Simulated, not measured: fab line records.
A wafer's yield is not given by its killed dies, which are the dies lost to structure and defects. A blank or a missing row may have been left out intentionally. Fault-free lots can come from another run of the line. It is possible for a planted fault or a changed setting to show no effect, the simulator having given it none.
fab line records ; flow rit-cmos
record: lots: 15; wafers: 45; last-day: 7
route steps=202 shown GATE@96 M1@202
lots untouched by any fault: they come from a run of this same line in which no faults occurred
start-h: hours from the record's first day to the start of the lot's first wafer shown ; wait-h: hours elapsed since this lot's preceding step ; " same as the row above ; L1.1+2: a row that stands for several wafers ; - no value, or no start was given ; * or withheld: withheld ; < > ~ a bound
route shown NAME@n: names a module that has steps shown in the file, with the first one's number in the route ; usual: mean/standard deviation of fault-free wafers ; same: alike in all rows ; chamber/n: place in a boat ; sites: readings site by site ; _std_site: standard deviation of those values ; _edge_site: mean of outer sites minus mean of inner sites ; radius-mm: for every site, how far away it sits from the centre of the wafer ; mask NAME#n: copy n ; behind: tool/chamber where the wafer was last shaped ; hold: why the lot was held/for how many hours/how that ended ; device: the n, p or np transistor that did not switch ; end of line: the tests these same wafers got at the end of their route ; for a step that has no rows: nothing shown but its recipe ; killed: not the wafer's yield, but the dies lost to structure and defects at the first sort ; map: a wafer's dies, x killed, . not, _ none there
set.NAME: the run value of the setting; set.NAME@STEP: its run value at that earlier step ; model.NAME: the simulator's own value behind a step, which no gauge read
a sample of lots followed through the steps of the route, with each step as a table and each wafer as a row
services: a tool's chamber out of use, with start hour (start-h, from the record's first day; less than 0 if before it), hours out, and reason
== steps ==
step: RIT_GATE_STRIP_20
recipe: chemistry: O2; time-s: 180; resist: NOVOLAK; platen-temp-c: withheld; power-w: 500; pressure-mtorr: 4000; o2-flow-sccm: 4000
usual: drypump-motor-current-A: 6.1/0.48; rf-refl-power-W: 7.6/1.5
lot.wafer;tool;chamber;start-h;wait-h;drypump-motor-current-A;rf-hours-counter-h;rf-refl-power-W
L510.1;plasma-asher-02;0;39.46;0.1;5.3;40;9.6
L510.5;plasma-asher-02;0;39.46;0.1;5.3;-;9.6
L510.6;plasma-asher-02;1;39.46;0.1;6.4;-;7.8
L511.1;plasma-asher-01;0;47.66;0.1;6.3;40;8.6
L511.2;plasma-asher-01;1;47.66;0.1;5.9;40;6.4
L511.6;plasma-asher-01;1;47.66;0.1;5.9;-;6.3
L513.1;plasma-asher-03;0;55.81;0.1;6.5;40;6.9
L513.3;plasma-asher-03;0;55.81;0.1;6.5;-;6.8
L513.6;plasma-asher-03;0;55.81;0.1;6.5;-;6.7
L514.2;plasma-asher-01;1;62.55;0.1;5.9;42;6.4
L514.4;plasma-asher-01;1;62.55;0.1;5.9;-;6.4
L514.6;plasma-asher-01;0;62.55;0.1;6.3;-;8.6
L515.1;plasma-asher-02;0;66.85;0.1;5.3;43;9.6
L515.3;plasma-asher-02;1;66.85;0.1;6.4;-;7.6
L515.6;plasma-asher-02;1;66.85;0.1;6.5;-;7.8
L517.1;plasma-asher-02;1;73.71;0.1;6.4;44;7.6
L517.4;plasma-asher-02;1;73.71;0.1;6.5;-;7.5
L517.6;plasma-asher-02;1;73.71;0.1;6.5;-;7.9
L519.1;plasma-asher-02;0;85.84;0.1;5.3;46;9.9
L519.2;plasma-asher-02;1;85.84;0.1;6.4;46;7.5
L519.3;plasma-asher-02;1;85.84;0.1;6.5;-;7.5
L520.1;plasma-asher-01;0;87.37;0.1;6.3;45;8.5
L520.5;plasma-asher-01;1;87.37;0.1;5.9;-;6.4
L520.6;plasma-asher-01;0;87.37;0.1;6.3;-;8.5
L521.2;plasma-asher-03;0;93.16;0.1;6.5;41;6.9
L521.4;plasma-asher-03;0;93.16;0.1;6.5;-;6.7
L521.5;plasma-asher-03;1;93.16;0.1;6.3;-;4.9
L522.1;plasma-asher-03;1;98.74;0.1;6.3;41;5.2
L522.2;plasma-asher-03;0;98.74;0.1;6.5;41;6.7
L522.4;plasma-asher-03;0;98.74;0.1;6.5;-;6.9
L523.1;plasma-asher-02;1;106.59;0.1;6.5;48;7.6
L523.4;plasma-asher-02;0;106.59;0.1;5.3;-;9.4
L523.5;plasma-asher-02;0;106.59;0.1;5.3;-;9.5
L527.2;plasma-asher-03;0;125.75;0.1;6.5;1;6.7
L527.5;plasma-asher-03;1;125.75;0.1;6.3;-;5.4
L527.6;plasma-asher-03;0;125.75;0.1;6.5;-;6.8
L528.3;plasma-asher-03;0;129.10;0.1;6.5;-;6.7
L528.5;plasma-asher-03;0;129.10;0.1;6.5;-;6.8
L528.6;plasma-asher-03;1;129.10;0.1;6.3;-;5.2
L529.1;plasma-asher-02;1;137.04;0.1;6.5;52;7.4
L529.2;plasma-asher-02;0;137.04;0.1;5.3;52;9.6
L529.4;plasma-asher-02;0;137.04;0.1;5.3;-;9.7
L530.1;plasma-asher-03;1;138.78;0.1;6.3;2;4.8
L530.2;plasma-asher-03;0;138.78;0.1;6.5;2;7.1
L530.4;plasma-asher-03;0;138.78;0.1;6.5;-;6.6
step: RIT_M1_PROBE_99
usual: killed_at_M0_to_M3: 0.0/0.23; killed-at-contacts: 0.1/0.34; killed-at-front-end: 6.9/2.8; killed-dies: 7.1/2.8; killed-open: 3.4/1.9; killed-short: 3.6/1.7
same: gross-dies: 264; killed_at_M4_up: 0; killed-at-back-side: 0; killed-at-other: 0
lot.wafer;tool;chamber;start-h;wait-h;killed_at_M0_to_M3;killed-at-contacts;killed-at-front-end;killed-dies;killed-open;killed-short
L527.2;prober-02;-;147.70;0.1;0;0;38;38;1;5
L527.5;prober-02;-;147.85;0.2;0;0;42;42;3;4
L527.6;prober-02;-;147.90;0.2;0;0;35;35;4;2
L528.3;prober-01;-;150.48;0.2;0;0;35;35;2;3
L528.5;prober-01;-;150.58;0.2;0;0;32;32;1;0
L528.6;prober-01;-;150.63;0.2;0;0;42;42;4;2
L530.1;prober-02;-;158.91;0.1;0;0;39;39;4;6
L530.2;prober-02;-;158.96;0.1;0;0;37;37;4;4
L530.4;prober-02;-;159.06;0.2;0;0;39;39;7;3
killed by level:class
L527.2 GATE:unspecified=32 GATE:geometric-particle:short=3 FOX1:geometric-particle:short=1 GATE:geometric-particle:open=1 SILICIDE:geometric-particle:short=1
L527.5 GATE:unspecified=35 FOX1:geometric-particle:short=2 GATE:geometric-particle:short=2 FOX1:geometric-particle:open=1 GATE:geometric-particle:open=1 SPACER:geometric-particle:open=1
L527.6 GATE:unspecified=29 GATE:geometric-particle:open=2 FOX1:geometric-particle:short=1 FOX2:geometric-particle:open=1 SILICIDE:geometric-particle:short=1 SILICIDE:geometric-particle:open=1
L528.3 GATE:unspecified=30 SILICIDE:geometric-particle:short=2 GATE:geometric-particle:open=1 GATE:geometric-particle:short=1 SILICIDE:geometric-particle:open=1
L528.5 GATE:unspecified=31 SILICIDE:geometric-particle:open=1
L528.6 GATE:unspecified=36 FOX1:geometric-particle:open=2 FOX1:geometric-particle:short=1 GATE:geometric-particle:open=1 GATE:geometric-particle:short=1 SPACER:geometric-particle:open=1
L530.1 GATE:unspecified=29 GATE:geometric-particle:short=3 GATE:geometric-particle:open=2 FOX1:geometric-particle:open=1 FOX1:geometric-particle:short=1 REOX:geometric-particle:short=1 REOX:geometric-particle:open=1 SILICIDE:geometric-particle:short=1
L530.2 GATE:unspecified=29 FOX2:geometric-particle:short=2 SILICIDE:geometric-particle:open=2 FOX1:geometric-particle:short=1 FOX1:geometric-particle:open=1 GATE:geometric-particle:short=1 REOX:geometric-particle:open=1
L530.4 GATE:unspecified=29 GATE:geometric-particle:open=4 SPACER:geometric-particle:open=2 SPACER:geometric-particle:short=2 FOX2:geometric-particle:short=1 REOX:geometric-particle:open=1
== services ==
tool;chamber;start-h;hours;kind
plasma-asher-02;-;40.67;2.8;pm
plasma-asher-03;-;57.75;28.1;pm
plasma-asher-03;-;105.49;1.6;repair
plasma-asher-03;-;108.75;9.0;pm
plasma-asher-03;0;108.75;9.0;vent-cycle
plasma-asher-03;1;108.75;9.0;vent-cycle
plasma-asher-01;-;111.83;4.1;repair
plasma-asher-03;0;117.75;-;clean
plasma-asher-03;1;117.75;-;clean
== key ==
first-sign: step: RIT_M1_PROBE_99; reading: killed-dies; direction: up; sigmas: 11; usual: 7.1; struck: 37.7
effect: step: RIT_M1_PROBE_99; reading: killed-at-front-end; direction: up; sigmas: 11; usual: 6.9; struck: 37.7
met-at RIT_GATE_STRIP_20
struck-lots L527,L528,L530
tester-left-out L527,L528,L530
onset-between 98.74 125.75
fault: kind: chamber-particle-source; tool: plasma-asher-03; chamber: -; onset-h: 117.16; steps: RIT_GATE_STRIP_20; rate-per-visit-cm2: 0.70986; end-h: 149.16
tester-left-out: of these lots the tester's yield and bins aren't shown, on N5 and GAA mostly nor the transistor test; their killed dies are dies lost to structure and defects alone, not to doping, threshold or leakage, so they don't give the yield
